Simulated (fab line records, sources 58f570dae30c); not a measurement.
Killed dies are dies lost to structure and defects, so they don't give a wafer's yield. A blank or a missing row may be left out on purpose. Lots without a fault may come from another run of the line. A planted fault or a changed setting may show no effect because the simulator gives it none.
fab line records | flow berkeley_cmos170
record lots=5 wafers=15 last_day=12
route steps=331 shown NSD@195 BACKSIDE@199 SDANNEAL@204 PSD@206 PLDD@208 NLDD@209 SILICIDE@210 CONTACT@216
lots that met no fault: from a run of the same line without faults
start_h: hours from the record's first day to the start of the lot's first wafer shown | wait_h: hours since the lot's step before | " the same as in the row above | L1.1+2: a row that stands for several wafers | - no value, or no start given | * or withheld: withheld | < > ~ a bound
route shown NAME@n: a module of which the file shows steps, and the number in the route of the first | usual: mean/standard deviation of fault-free wafers | same: alike in all rows | chamber/n: place in a boat | sites: the reading at each site | _std_site: their standard deviation | _edge_site: outer sites' mean less inner sites' | radius_mm: how far each site lies from the wafer's centre | mask NAME#n: copy n | behind: the tool/chamber that last shaped the wafer | hold: why the lot was held/for how many hours/how that ended | device: the transistor (n, p or np) that didn't switch | end of line: the same wafers' tests at the end of the route | a step without rows: its recipe alone | killed: dies lost to structure and defects at the first sort, not the wafer's yield | map: a wafer's dies, x killed, . not, _ none there
set.NAME: the setting as run; set.NAME@STEP: as run at that earlier step | model.NAME: the simulator's own value behind a step, which no gauge read
lots at some steps of the route; a table a step, a row a wafer
services: from which hour (start_h, from the record's first day; less than 0 if before it) a tool's chamber was out of use, for how many hours, and why
## steps
# step UCB170_NSD_IMPLANT_08
# recipe species=P dose_cm2=3e+15 energy_kev=40 tilt_deg=7
# columns lot.wafer tool chamber start_h wait_h
L078.1+2+6 implanter-03 0 185.07 0.0
L082.1+2+4 implanter-04 0 201.99 0.0
L091.1+5+6 implanter-03 0 240.54 0.0
L095.3+4+6 implanter-04 0 266.58 0.1
L096.1+3+5 implanter-03 0 267.25 0.0
# step UCB170_NSD_STRIP_09
# recipe chemistry=O2 power_w=400 pressure_mtorr=3500 platen_temp_c=withheld o2_flow_sccm=400 overash_fraction=0.5
# usual drypump_motor_current_A=5.9/0.43 oes_product_au=0.534/0.0043 strip_time_to_endpoint_s=35.87/0.067
# columns lot.wafer tool chamber start_h wait_h drypump_motor_current_A oes_product_au rf_hours_counter_h strip_time_to_endpoint_s
L078.1 plasma_asher-02 0 185.22 0.1 5.4 0.534 47 35.79
L078.2 " 1 " " 5.8 0.535 47 35.80
L078.6 " 0 " " 5.4 0.535 - 35.86
L082.1 plasma_asher-04 0 202.14 0.1 6.5 0.534 9 35.88
L082.2 " 1 " " 5.6 0.530 9 35.94
L082.4 " 0 " " 6.5 0.529 - 35.87
L091.1 plasma_asher-02 1 240.69 0.1 5.8 0.531 49 35.95
L091.5 " 0 " " 5.4 0.535 - 35.89
L091.6 " 1 " " 5.8 0.531 - 35.84
L095.3 plasma_asher-03 1 266.71 0.1 5.7 0.540 - 35.87
L095.4 " 0 " " 6.5 0.533 - 35.87
L095.6 " 1 " " 5.7 0.532 - 35.85
L096.1 plasma_asher-02 1 267.40 0.1 5.8 0.538 52 35.94
L096.3 " 0 " " 5.4 0.537 - 35.83
L096.5 " 1 " " 5.8 0.535 - 35.85
# step UCB170_NSD_TW_MEAS_10
# usual NSD_TW=4189/25
# columns lot.wafer tool chamber start_h wait_h NSD_TW
L078.1 film_metro-02 - 185.32 0.1 4219
L078.2 " - " " 4200
L078.6 " - " " 4196
L082.1 film_metro-04 - 202.24 0.1 4179
L082.2 " - " " 4197
L082.4 " - " " 4193
L091.1 film_metro-02 - 240.79 0.1 4196
L091.5 " - " " 4211
L091.6 " - " " 4197
L095.3 film_metro-02 - 266.80 0.1 4205
L095.4 " - " " 4182
L095.6 " - " " 4204
L096.1 film_metro-01 - 267.50 0.1 4184
L096.3 " - " " 4190
L096.5 " - " " 4153
# step UCB170_NSD_CLEAN_11
# recipe chemistry=SPM temp_c=120 time_s=600
# columns lot.wafer tool chamber start_h wait_h
L078.1+2+6 wet_bench-03 0 188.07 2.7
L082.1+2+4 wet_bench-02 1 203.10 0.9
L091.1+5+6 wet_bench-04 0 240.85 0.1
L095.3+4+6 wet_bench-03 0 266.84 0.0
L096.1+3+5 wet_bench-03 3 267.58 0.1
# step UCB170_BACKSIDE_HMDS_00
# recipe prime_time_s=60 prime_temp_c=100
# columns lot.wafer tool chamber start_h wait_h
L078.1+2+6 litho_track-03 0 188.26 0.0
L082.1+2+4 litho_track-02 0 203.29 0.0
L091.1+5+6 litho_track-03 0 241.02 0.0
L095.3+4+6 litho_track-04 0 267.06 0.1
L096.1+3+5 litho_track-02 0 268.10 0.3
# step UCB170_BACKSIDE_COAT_01
# recipe resist=KrF spin_rpm=1500 resist_thk_nm=900
# columns lot.wafer tool chamber start_h wait_h
L078.1+2+6 litho_track-03 0 188.41 0.1
L082.1+2+4 litho_track-02 0 203.44 0.1
L091.1+5+6 litho_track-03 0 241.17 0.1
L095.3+4+6 litho_track-04 0 267.21 0.1
L096.1+3+5 litho_track-02 0 268.25 0.1
# step UCB170_BACKSIDE_SOFTBAKE_02
# recipe resist=KrF temp_c=130 time_s=60
# columns lot.wafer tool chamber start_h wait_h
L078.1+2+6 litho_track-03 0 188.56 0.1
L082.1+2+4 litho_track-02 0 203.59 0.1
L091.1+5+6 litho_track-03 0 241.32 0.1
L095.3+4+6 litho_track-04 0 267.36 0.1
L096.1+3+5 litho_track-02 0 268.40 0.1
# step UCB170_BACKSIDE_STRIP_03
# recipe chemistry=O2 power_w=400 pressure_mtorr=3500 platen_temp_c=withheld o2_flow_sccm=400 overash_fraction=0.5
# usual drypump_motor_current_A=5.7/0.45 oes_product_au=0.734/0.0045 strip_time_to_endpoint_s=22.00/0.056
# columns lot.wafer tool chamber start_h wait_h drypump_motor_current_A oes_product_au rf_hours_counter_h strip_time_to_endpoint_s
L078.1 plasma_asher-01 1 188.71 0.1 5.7 0.743 48 21.98
L078.2 " 0 " " 5.2 0.735 48 21.92
L078.6 " 0 " " 5.1 0.731 - 21.97
L082.1 plasma_asher-01 1 203.74 0.1 5.7 0.735 50 22.00
L082.2 " 0 " " 5.2 0.742 50 21.98
L082.4 " 1 " " 5.7 0.738 - 21.99
L091.1 plasma_asher-02 0 241.47 0.1 5.4 0.736 49 22.05
L091.5 " 0 " " 5.4 0.727 - 22.06
L091.6 " 1 " " 5.8 0.733 - 22.06
L095.3 plasma_asher-01 1 267.49 0.1 5.7 0.730 - 22.11
L095.4 " 0 " " 5.2 0.737 - 22.07
L095.6 " 1 " " 5.7 0.737 - 22.05
L096.1 plasma_asher-04 1 268.55 0.1 5.5 0.739 18 21.97
L096.3 " 0 " " 6.5 0.737 - 21.95
L096.5 " 0 " " 6.5 0.736 - 21.90
# step UCB170_BACKSIDE_CLEAN_04
# recipe chemistry=SPM temp_c=120 time_s=600
# columns lot.wafer tool chamber start_h wait_h
L078.1+2+6 wet_bench-04 3 188.86 0.1
L082.1+2+4 wet_bench-03 1 204.73 1.0
L091.1+5+6 wet_bench-03 1 241.57 0.1
L095.3+4+6 wet_bench-03 1 267.77 0.2
L096.1+3+5 wet_bench-03 1 268.65 0.1
# step UCB170_SDANNEAL_RTA_00
# recipe temp_c=900 time_s=10 ambient=N2
# usual anneal_temp_c_max=905.7/1.8 chamber_o2_ppm=2.000/0.02 lamp_power_pct=24/3.9 wafer_temp_C_max=903.8/0.81
# columns lot.wafer tool chamber start_h wait_h anneal_temp_c_max chamber_o2_ppm lamp_power_pct wafer_temp_C_max
L078.1 rtp_anneal-01 0 189.04 0.0 906.6 2.027 20 904.7
L078.2 " 0 " " 908.1 2.003 20 903.4
L078.6 " 0 " " 906.1 1.996 20 905.2
L082.1 rtp_anneal-02 0 204.90 0.0 904.6 1.995 28 903.0
L082.2 " 0 " " 903.7 1.982 28 903.6
L082.4 " 0 " " 903.7 1.988 28 905.2
L091.1 rtp_anneal-01 0 241.75 0.0 905.7 1.992 20 904.4
L091.5 " 0 " " 906.7 2.006 20 902.0
L091.6 " 0 " " 906.6 1.996 20 903.2
L095.3 rtp_anneal-02 0 267.99 0.0 903.9 1.965 28 903.4
L095.4 " 0 " " 904.6 1.988 28 903.8
L095.6 " 0 " " 904.5 2.000 28 904.8
L096.1 rtp_anneal-02 0 268.84 0.0 905.4 2.017 28 904.7
L096.3 " 0 " " 903.3 2.033 28 904.4
L096.5 " 0 " " 904.0 2.003 28 903.7
# step UCB170_SDANNEAL_RTA_01
# recipe temp_c=1050 time_s=5 ambient=N2
# usual anneal_temp_c_max=1056.5/2.2 chamber_o2_ppm=1.996/0.022 lamp_power_pct=37/6.1 wafer_temp_C_max=1054.3/0.88
# columns lot.wafer tool chamber start_h wait_h anneal_temp_c_max chamber_o2_ppm lamp_power_pct wafer_temp_C_max
L078.1 rtp_anneal-01 0 189.10 0.1 1061.1 2.006 31 1053.6
L078.2 " 0 " " 1058.3 2.020 31 1055.9
L078.6 " 0 " " 1059.3 2.009 31 1053.7
L082.1 rtp_anneal-02 0 204.97 0.1 1055.0 1.991 44 1056.3
L082.2 " 0 " " 1054.9 2.011 44 1054.8
L082.4 " 0 " " 1054.6 1.999 44 1054.5
L091.1 rtp_anneal-01 0 241.81 0.1 1058.5 2.061 31 1054.1
L091.5 " 0 " " 1056.2 2.017 31 1053.8
L091.6 " 0 " " 1061.4 2.012 31 1052.5
L095.3 rtp_anneal-02 0 268.05 0.1 1053.5 2.019 44 1052.9
L095.4 " 0 " " 1055.6 1.994 44 1054.6
L095.6 " 0 " " 1054.0 2.025 44 1053.9
L096.1 rtp_anneal-02 0 268.91 0.1 1055.1 2.007 44 1054.6
L096.3 " 0 " " 1054.3 2.013 44 1057.7
L096.5 " 0 " " 1054.8 1.956 44 1054.5
# step UCB170_SDANNEAL_RS_MEAS_02
# recipe thk_meas_gauge=four-point-probe
# usual PSD_RS=75.7/0.31
# columns lot.wafer tool chamber start_h wait_h PSD_RS[ohm/sq]
L078.1 film_metro-01 - 189.16 0.0 75.8
L078.2 " - " " 75.6
L078.6 " - " " 76.0
L082.1 film_metro-02 - 205.03 0.0 75.9
L082.2 " - " " 75.6
L082.4 " - " " 75.6
L091.1 film_metro-01 - 241.87 0.0 75.3
L091.5 " - " " 75.4
L091.6 " - " " 75.4
L095.3 film_metro-02 - 268.13 0.1 75.8
L095.4 " - " " 75.5
L095.6 " - " " 75.7
L096.1 film_metro-02 - 268.97 0.0 75.4
L096.3 " - " " 76.0
L096.5 " - " " 75.9
# step UCB170_SDANNEAL_RS_MEAS_03
# recipe thk_meas_gauge=four-point-probe
# usual NSD_RS=37.30/0.11
# columns lot.wafer tool chamber start_h wait_h NSD_RS[ohm/sq]
L078.1 film_metro-01 - 189.28 0.1 37.29
L078.2 " - " " 37.43
L078.6 " - " " 37.34
L082.1 film_metro-02 - 205.15 0.1 37.38
L082.2 " - " " 37.29
L082.4 " - " " 37.35
L091.1 film_metro-01 - 241.99 0.1 37.29
L091.5 " - " " 37.30
L091.6 " - " " 37.36
L095.3 film_metro-02 - 268.25 0.1 37.35
L095.4 " - " " 37.28
L095.6 " - " " 37.37
L096.1 film_metro-02 - 269.09 0.1 37.45
L096.3 " - " " 37.42
L096.5 " - " " 37.42
# step UCB170_SDANNEAL_RS_MEAS_04
# recipe thk_meas_gauge=four-point-probe
# usual PLDD_RS=1032/3.2
# columns lot.wafer tool chamber start_h wait_h PLDD_RS[ohm/sq]
L078.1 film_metro-01 - 189.40 0.1 1032
L078.2 " - " " 1032
L078.6 " - " " 1031
L082.1 film_metro-02 - 205.27 0.1 1034
L082.2 " - " " 1037
L082.4 " - " " 1036
L091.1 film_metro-01 - 242.11 0.1 1033
L091.5 " - " " 1033
L091.6 " - " " 1033
L095.3 film_metro-02 - 268.37 0.1 1032
L095.4 " - " " 1031
L095.6 " - " " 1028
L096.1 film_metro-02 - 269.21 0.1 1032
L096.3 " - " " 1037
L096.5 " - " " 1034
# step UCB170_SDANNEAL_RS_MEAS_05
# recipe thk_meas_gauge=four-point-probe
# usual NLDD_RS=613.4/1.7
# columns lot.wafer tool chamber start_h wait_h NLDD_RS[ohm/sq]
L078.1 film_metro-01 - 189.52 0.1 612.8
L078.2 " - " " 614.4
L078.6 " - " " 614.3
L082.1 film_metro-02 - 205.39 0.1 616.7
L082.2 " - " " 615.4
L082.4 " - " " 616.0
L091.1 film_metro-01 - 242.23 0.1 613.1
L091.5 " - " " 610.8
L091.6 " - " " 613.7
L095.3 film_metro-02 - 268.49 0.1 617.7
L095.4 " - " " 616.2
L095.6 " - " " 617.0
L096.1 film_metro-02 - 269.33 0.1 614.6
L096.3 " - " " 614.5
L096.5 " - " " 616.3
# step UCB170_SILICIDE_PRE_CLEAN_00
# recipe gas=Ar preclean_etch_time_s=60
# same preclean_etch_time_s=60
# columns lot.wafer tool chamber start_h wait_h
L078.1+2+6 pvd_sputter-04 - 189.64 0.1
L082.1+2+4 pvd_sputter-01 - 205.51 0.1
L091.1+5+6 pvd_sputter-01 - 242.35 0.1
L095.3+4+6 pvd_sputter-01 - 268.57 0.1
L096.1+3+5 pvd_sputter-01 - 269.45 0.1
# step UCB170_SILICIDE_SPUTTER_01
# recipe material=Ti target_thk_nm=30 time_s=25 power_w=1500 chamber_pressure_pa=0.5
# usual throttle_valve_pct=30.0/0.84
# columns lot.wafer tool chamber start_h wait_h throttle_valve_pct
L078.1 pvd_sputter-04 - 189.71 0.0 29.9
L078.2 " - " " 32.1
L078.6 " - " " 29.8
L082.1 pvd_sputter-01 - 205.58 0.0 29.9
L082.2 " - " " 29.0
L082.4 " - " " 29.1
L091.1 pvd_sputter-01 - 242.42 0.0 29.8
L091.5 " - " " 29.1
L091.6 " - " " 29.8
L095.3 pvd_sputter-01 - 268.64 0.0 30.9
L095.4 " - " " 28.9
L095.6 " - " " 28.9
L096.1 pvd_sputter-01 - 269.51 0.0 28.9
L096.3 " - " " 29.7
L096.5 " - " " 29.2
# step UCB170_SILICIDE_RS_MEAS_02
# recipe thk_meas_gauge=four-point-probe reads=Ti_of_SILICIDE_SPUTTER_01
# usual SILICIDE_TI_RS=26.3/0.34
# columns lot.wafer tool chamber start_h wait_h SILICIDE_TI_RS[ohm/sq]
L078.1 film_metro-03 - 189.75 0.0 26.0
L078.2 " - " " 26.0
L078.6 " - " " 26.1
L082.1 film_metro-03 - 205.61 0.0 26.1
L082.2 " - " " 26.5
L082.4 " - " " 26.2
L091.1 film_metro-03 - 242.45 0.0 26.7
L091.5 " - " " 26.8
L091.6 " - " " 26.5
L095.3 film_metro-03 - 268.71 0.1 25.7
L095.4 " - " " 25.5
L095.6 " - " " 25.8
L096.1 film_metro-04 - 269.54 0.0 26.1
L096.3 " - " " 25.7
L096.5 " - " " 26.0
# step UCB170_SILICIDE_THK_MEAS_03
# recipe thk_meas_gauge=xrf reads=Ti_of_SILICIDE_SPUTTER_01
# usual SILICIDE_TI_THK=29.5/0.33
# columns lot.wafer tool chamber start_h wait_h SILICIDE_TI_THK[nm]
L078.1 film_metro-03 - 189.87 0.1 29.8
L078.2 " - " " 29.9
L078.6 " - " " 29.6
L082.1 film_metro-03 - 205.73 0.1 29.6
L082.2 " - " " 29.3
L082.4 " - " " 29.4
L091.1 film_metro-03 - 242.57 0.1 29.2
L091.5 " - " " 29.0
L091.6 " - " " 29.3
L095.3 film_metro-03 - 268.81 0.1 30.0
L095.4 " - " " 30.2
L095.6 " - " " 30.0
L096.1 film_metro-04 - 269.66 0.1 29.6
L096.3 " - " " 30.1
L096.5 " - " " 29.9
# step UCB170_SILICIDE_RTA_04
# recipe temp_c=650 time_s=15 ambient=N2
# usual anneal_temp_c_max=653.9/1.3 chamber_o2_ppm=2.002/0.023 lamp_power_pct=10.4/1.7 wafer_temp_C_max=652.7/0.63
# columns lot.wafer tool chamber start_h wait_h anneal_temp_c_max chamber_o2_ppm lamp_power_pct wafer_temp_C_max
L078.1 rtp_anneal-01 0 189.93 0.1 654.6 1.984 8.7 652.4
L078.2 " 0 " " 654.3 1.990 8.7 652.1
L078.6 " 0 " " 656.5 1.960 8.7 652.3
L082.1 rtp_anneal-02 0 205.79 0.1 652.9 1.982 12.1 652.8
L082.2 " 0 " " 651.9 2.005 12.1 653.3
L082.4 " 0 " " 653.5 2.023 12.1 652.0
L091.1 rtp_anneal-01 0 242.63 0.1 653.3 2.025 8.7 653.0
L091.5 " 0 " " 654.4 1.985 8.7 652.5
L091.6 " 0 " " 653.8 1.973 8.7 652.0
L095.3 rtp_anneal-01 0 268.87 0.1 655.2 1.989 8.7 652.1
L095.4 " 0 " " 654.5 1.983 8.7 651.4
L095.6 " 0 " " 654.6 1.983 8.7 651.6
L096.1 rtp_anneal-02 0 269.72 0.1 653.3 2.025 12.1 653.0
L096.3 " 0 " " 652.0 2.035 12.1 653.8
L096.5 " 0 " " 652.5 2.014 12.1 653.6
# step UCB170_SILICIDE_WET_ETCH_05
# recipe chemistry=SPM time_s=45 temp_c=120 target=Ti
# columns lot.wafer tool chamber start_h wait_h
L078.1+2+6 wet_bench-02 2 190.00 0.1
L082.1+2+4 wet_bench-03 1 205.86 0.1
L091.1+5+6 wet_bench-03 2 242.70 0.1
L095.3+4+6 wet_bench-03 1 268.92 0.0
L096.1+3+5 wet_bench-03 3 269.81 0.1
# step UCB170_CONTACT_CLEAN_00
# recipe chemistry=SPM temp_c=120 time_s=600
# columns lot.wafer tool chamber start_h wait_h
L078.1+2+6 wet_bench-02 0 190.05 0.0
L082.1+2+4 wet_bench-03 3 205.88 0.0
L091.1+5+6 wet_bench-03 0 242.72 0.0
L095.3+4+6 wet_bench-03 1 268.95 0.0
L096.1+3+5 wet_bench-03 1 269.83 0.0
# step UCB170_CONTACT_CVD_01
# recipe material=PSG target_thk_nm=700 temp_c=450 precursor=SiH4/O2/PH3 time_s=2820 pressure_mtorr=300 sih4_flow_sccm=60 o2_flow_sccm=90 ph3_flow_sccm=25
# usual pressure_mtorr=300.1/0.66
# columns lot.wafer tool chamber start_h wait_h pressure_mtorr
L078.1 lpcvd-01 1 190.43 0.0 299.9
L078.2 " 1 " " 299.3
L078.6 " 1 " " 301.0
L082.1 lpcvd-02 0 206.06 0.0 299.3
L082.2 " 0 " " 300.2
L082.4 " 0 " " 299.9
L091.1 lpcvd-02 0 243.63 0.7 300.1
L091.5 " 0 " " 300.5
L091.6 " 0 " " 300.3
L095.3 lpcvd-02 1 269.14 0.0 300.4
L095.4 " 1 " " 299.7
L095.6 " 1 " " 300.0
L096.1 lpcvd-02 0 270.92 0.9 300.5
L096.3 " 0 " " 301.3
L096.5 " 0 " " 300.9
# step UCB170_CONTACT_THK_MEAS_02
# recipe reads=PSG_of_CONTACT_CVD_01
# usual CONTACT_PSG_THK=696/6.6
# columns lot.wafer tool chamber start_h wait_h CONTACT_PSG_THK[nm]
L078.1 film_metro-03 - 192.21 0.0 695
L078.2 " - " " 692
L078.6 " - " " 694
L082.1 film_metro-01 - 207.84 0.0 694
L082.2 " - " " 695
L082.4 " - " " 696
L091.1 film_metro-01 - 245.41 0.0 681
L091.5 " - " " 686
L091.6 " - " " 691
L095.3 film_metro-02 - 270.94 0.0 695
L095.4 " - " " 695
L095.6 " - " " 691
L096.1 film_metro-02 - 272.70 0.0 694
L096.3 " - " " 691
L096.5 " - " " 691
# step UCB170_CONTACT_HMDS_03
# recipe prime_time_s=60 prime_temp_c=100
# columns lot.wafer tool chamber start_h wait_h
L078.1+2+6 litho_track-04 0 192.55 0.3
L082.1+2+4 litho_track-04 0 208.83 1.0
L091.1+5+6 litho_track-01 0 245.47 0.1
L095.3+4+6 litho_track-04 0 271.14 0.2
L096.1+3+5 litho_track-02 0 273.35 0.6
# step UCB170_CONTACT_COAT_04
# recipe resist=KrF spin_rpm=1500 resist_thk_nm=916.6
# columns lot.wafer tool chamber start_h wait_h
L078.1+2+6 litho_track-04 0 192.70 0.1
L082.1+2+4 litho_track-04 0 208.98 0.1
L091.1+5+6 litho_track-01 0 245.62 0.1
L095.3+4+6 litho_track-04 0 271.29 0.1
L096.1+3+5 litho_track-02 0 273.50 0.1
# step UCB170_CONTACT_SOFTBAKE_05
# recipe resist=KrF temp_c=130 time_s=60
# columns lot.wafer tool chamber start_h wait_h
L078.1+2+6 litho_track-04 0 192.85 0.1
L082.1+2+4 litho_track-04 0 209.13 0.1
L091.1+5+6 litho_track-01 0 245.77 0.1
L095.3+4+6 litho_track-04 0 271.44 0.1
L096.1+3+5 litho_track-02 0 273.65 0.1
# step UCB170_CONTACT_STRIP_06
# recipe chemistry=O2 power_w=400 pressure_mtorr=3500 platen_temp_c=withheld o2_flow_sccm=400 overash_fraction=0.5
# usual drypump_motor_current_A=5.8/0.43 oes_product_au=0.735/0.0044 strip_time_to_endpoint_s=22.41/0.068
# columns lot.wafer tool chamber start_h wait_h drypump_motor_current_A oes_product_au rf_hours_counter_h strip_time_to_endpoint_s
L078.1 plasma_asher-03 1 193.00 0.1 5.7 0.736 43 22.47
L078.2 " 0 " " 6.5 0.740 43 22.50
L078.6 " 1 " " 5.7 0.736 - 22.46
L082.1 plasma_asher-01 0 209.28 0.1 5.2 0.724 51 22.48
L082.2 " 1 " " 5.7 0.737 51 22.48
L082.4 " 0 " " 5.2 0.738 - 22.46
L091.1 plasma_asher-03 0 245.92 0.1 6.5 0.733 50 22.30
L091.5 " 0 " " 6.5 0.738 - 22.36
L091.6 " 1 " " 5.7 0.734 - 22.36
L095.3 plasma_asher-01 0 271.57 0.1 5.2 0.734 - 22.50
L095.4 " 1 " " 5.7 0.736 - 22.53
L095.6 " 0 " " 5.2 0.739 - 22.53
L096.1 plasma_asher-02 0 273.80 0.1 5.4 0.734 53 22.41
L096.3 " 1 " " 5.8 0.736 - 22.48
L096.5 " 1 " " 5.8 0.737 - 22.47
# step UCB170_CONTACT_CLEAN_07
# recipe chemistry=SPM temp_c=120 time_s=600
# columns lot.wafer tool chamber start_h wait_h
L078.1+2+6 wet_bench-02 1 193.10 0.1
L082.1+2+4 wet_bench-03 2 209.49 0.2
L091.1+5+6 wet_bench-03 0 246.02 0.1
L095.3+4+6 wet_bench-03 2 271.64 0.0
L096.1+3+5 wet_bench-03 3 273.99 0.2
# step UCB170_CONTACT_RTA_08
# recipe temp_c=900 time_s=10 ambient=N2
# usual anneal_temp_c_max=905.4/1.9 chamber_o2_ppm=1.999/0.02 lamp_power_pct=25/3.9 wafer_temp_C_max=903.8/0.79
# columns lot.wafer tool chamber start_h wait_h anneal_temp_c_max chamber_o2_ppm lamp_power_pct wafer_temp_C_max
L078.1 rtp_anneal-01 0 193.48 0.0 905.5 2.016 20 903.7
L078.2 " 0 " " 905.8 1.997 20 903.7
L078.6 " 0 " " 906.4 2.023 20 904.0
L082.1 rtp_anneal-01 0 209.67 0.0 907.3 1.987 20 902.8
L082.2 " 0 " " 907.3 1.979 20 903.7
L082.4 " 0 " " 910.0 1.967 20 903.5
L091.1 rtp_anneal-01 0 246.20 0.0 904.4 1.991 20 902.8
L091.5 " 0 " " 906.5 2.004 20 902.7
L091.6 " 0 " " 908.1 1.988 20 903.6
L095.3 rtp_anneal-01 0 271.83 0.0 907.4 1.972 20 903.2
L095.4 " 0 " " 906.5 1.988 20 903.8
L095.6 " 0 " " 906.5 2.017 20 903.7
L096.1 rtp_anneal-02 0 274.16 0.0 904.6 2.010 28 904.2
L096.3 " 0 " " 905.3 2.042 28 903.2
L096.5 " 0 " " 903.4 2.008 28 903.2
# step UCB170_CONTACT_COAT_09
# recipe resist=BARC temp_c=withheld time_s=withheld spin_rpm=3000 resist_thk_nm=withheld
# columns lot.wafer tool chamber start_h wait_h
L078.1+2+6 litho_track-02 0 193.55 0.1
L082.1+2+4 litho_track-04 0 209.83 0.1
L091.1+5+6 litho_track-04 0 246.26 0.1
L095.3+4+6 litho_track-04 0 272.04 0.2
L096.1+3+5 litho_track-02 0 274.23 0.1
# step UCB170_CONTACT_COAT_10
# recipe resist=KrF spin_rpm=1500 resist_thk_nm=900
# columns lot.wafer tool chamber start_h wait_h
L078.1+2+6 litho_track-02 0 - -
L082.1+2+4 litho_track-04 0 - -
L091.1+5+6 litho_track-04 0 - -
L095.3+4+6 litho_track-04 0 - -
L096.1+3+5 litho_track-02 0 - -
# step UCB170_CONTACT_SOFTBAKE_11
# recipe resist=KrF temp_c=130 time_s=60
# columns lot.wafer tool chamber start_h wait_h
L078.1+2+6 litho_track-02 0 - -
L082.1+2+4 litho_track-04 0 - -
L091.1+5+6 litho_track-04 0 - -
L095.3+4+6 litho_track-04 0 - -
L096.1+3+5 litho_track-02 0 - -
# step UCB170_CONTACT_EXPOSE_12
# recipe mask_id=CONT target_cd_nm=700 na=0.5 sigma_outer=0.6 source_shape=conventional dose_mj=35
# same sigma_outer=0.6
# columns lot.wafer tool chamber start_h wait_h mask
L078.1+2+6 krf_scanner-02 0 194.12 - CONT#0
L082.1+2+4 krf_scanner-02 0 211.46 - CONT#0
L091.1+5+6 krf_scanner-01 0 246.95 - CONT#0
L095.3+4+6 krf_scanner-01 0 272.60 - CONT#0
L096.1+3+5 krf_scanner-01 0 274.92 - CONT#0
# step UCB170_CONTACT_PEB_13
# recipe peb_temp_c=130 peb_time_s=withheld resist=KrF
# columns lot.wafer tool chamber start_h wait_h
L078.1+2+6 litho_track-04 0 194.43 0.3
L082.1+2+4 litho_track-02 0 212.04 0.6
L091.1+5+6 litho_track-04 0 247.06 0.1
L095.3+4+6 litho_track-01 0 272.97 0.3
L096.1+3+5 litho_track-01 0 275.40 0.5
# step UCB170_CONTACT_DEVELOP_14
# recipe developer=TMAH develop_time_s=45 resist=KrF dev_temp_c=21
# columns lot.wafer tool chamber start_h wait_h
L078.1+2+6 litho_track-04 0 - -
L082.1+2+4 litho_track-02 0 - -
L091.1+5+6 litho_track-04 0 - -
L095.3+4+6 litho_track-01 0 - -
L096.1+3+5 litho_track-01 0 - -
# step UCB170_CONTACT_CD_MEAS_15
# recipe target_cd_nm=700
# usual cd_nm=700.0/1.5
# columns lot.wafer tool chamber start_h wait_h cd_nm
L078.1 cd_sem-02 - 194.71 - 701.3
L078.2 " - " " 701.1
L078.6 " - " " 700.8
L082.1 cd_sem-02 - 212.38 - 700.3
L082.2 " - " " 699.6
L082.4 " - " " 700.7
L091.1 cd_sem-02 - 247.34 - 700.6
L091.5 " - " " 700.0
L091.6 " - " " 701.9
L095.3 cd_sem-02 - 273.23 - 698.4
L095.4 " - " " 698.4
L095.6 " - " " 699.4
L096.1 cd_sem-01 - 275.68 - 701.1
L096.3 " - " " 700.7
L096.5 " - " " 701.3
# step UCB170_CONTACT_OVL_MEAS_16
# usual CONTACT_OVL=-4/5.7
# columns lot.wafer tool chamber start_h wait_h CONTACT_OVL[nm]
L078.1 overlay-02 - 194.83 0.1 -3
L078.2 " - " " -11
L078.6 " - " " -10
L082.1 overlay-02 - 212.50 0.1 -5
L082.2 " - " " -17
L082.4 " - " " -7
L091.1 overlay-02 - 247.46 0.1 5
L091.5 " - " " 8
L091.6 " - " " 5
L095.3 overlay-02 - 273.32 0.1 -12
L095.4 " - " " -9
L095.6 " - " " -2
L096.1 overlay-02 - 275.80 0.1 -6
L096.3 " - " " 2
L096.5 " - " " -8
# step UCB170_CONTACT_ETCH_17
# recipe chemistry=N2/H2 target_depth_a=withheld overetch_a=withheld target=BARC time_s=withheld source_w=500 bias_w=100 pressure_mtorr=30 n2_flow_sccm=100 h2_flow_sccm=200
# usual drypump_motor_current_A=5.8/0.51 h2_flow_sccm=200.0/0.58 oes_product_au=1.000/0.018 throttle_valve_pct=13.34/0.18
# columns lot.wafer tool chamber start_h wait_h drypump_motor_current_A h2_flow_sccm oes_product_au throttle_valve_pct
L078.1 rie_diel-02 0 194.86 0.0 6.3 198.5 0.981 13.24
L078.2 " 3 " " 5.7 199.8 1.009 13.16
L078.6 " 0 " " 6.3 200.1 0.984 13.23
L082.1 rie_diel-01 3 212.54 0.0 5.4 200.4 1.012 13.39
L082.2 " 0 " " 5.0 199.7 0.977 13.55
L082.4 " 1 " " 6.1 200.6 0.996 13.39
L091.1 rie_diel-02 1 247.49 0.0 6.7 200.0 1.022 13.06
L091.5 " 0 " " 6.3 200.7 0.988 13.23
L091.6 " 1 " " 6.7 200.1 1.011 13.09
L095.3 rie_diel-02 0 273.35 0.0 6.3 199.9 0.987 13.23
L095.4 " 3 " " 5.7 199.5 0.992 13.18
L095.6 " 2 " " 5.2 199.6 0.980 13.38
L096.1 rie_diel-01 0 275.83 0.0 5.0 198.6 0.979 13.53
L096.3 " 1 " " 6.1 200.2 0.991 13.40
L096.5 " 1 " " 6.1 200.2 0.990 13.41
## services
# columns tool chamber start_h hours kind
plasma_asher-04 - 162.68 4.5 repair
krf_scanner-01 - 166.68 1.0 pm
rie_diel-02 2 169.45 5.6 repair
implanter-04 - 179.33 19.0 pm
plasma_asher-02 - 180.96 2.3 repair
krf_scanner-02 - 185.41 1.3 pm
pvd_sputter-01 - 188.85 2.5 repair
pvd_sputter-01 - 200.25 3.5 repair
plasma_asher-02 - 200.59 14.6 pm
wet_bench-02 - 202.20 0.5 repair
rie_diel-02 3 202.29 11.7 repair
pvd_sputter-01 - 206.03 2.0 repair
krf_scanner-02 - 210.46 1.0 pm
krf_scanner-01 - 211.75 1.3 pm
pvd_sputter-04 - 212.46 1.0 repair
pvd_sputter-04 - 213.61 0.6 repair
plasma_asher-02 - 215.19 15.6 pm
plasma_asher-02 - 230.79 2.8 pm
plasma_asher-04 - 231.12 1.9 repair
implanter-04 - 239.32 2.1 repair
krf_scanner-02 - 239.36 0.2 repair
krf_scanner-02 - 252.82 4.4 pm
krf_scanner-01 - 261.05 0.8 pm
krf_scanner-02 - 262.05 1.8 repair
## key
fault none
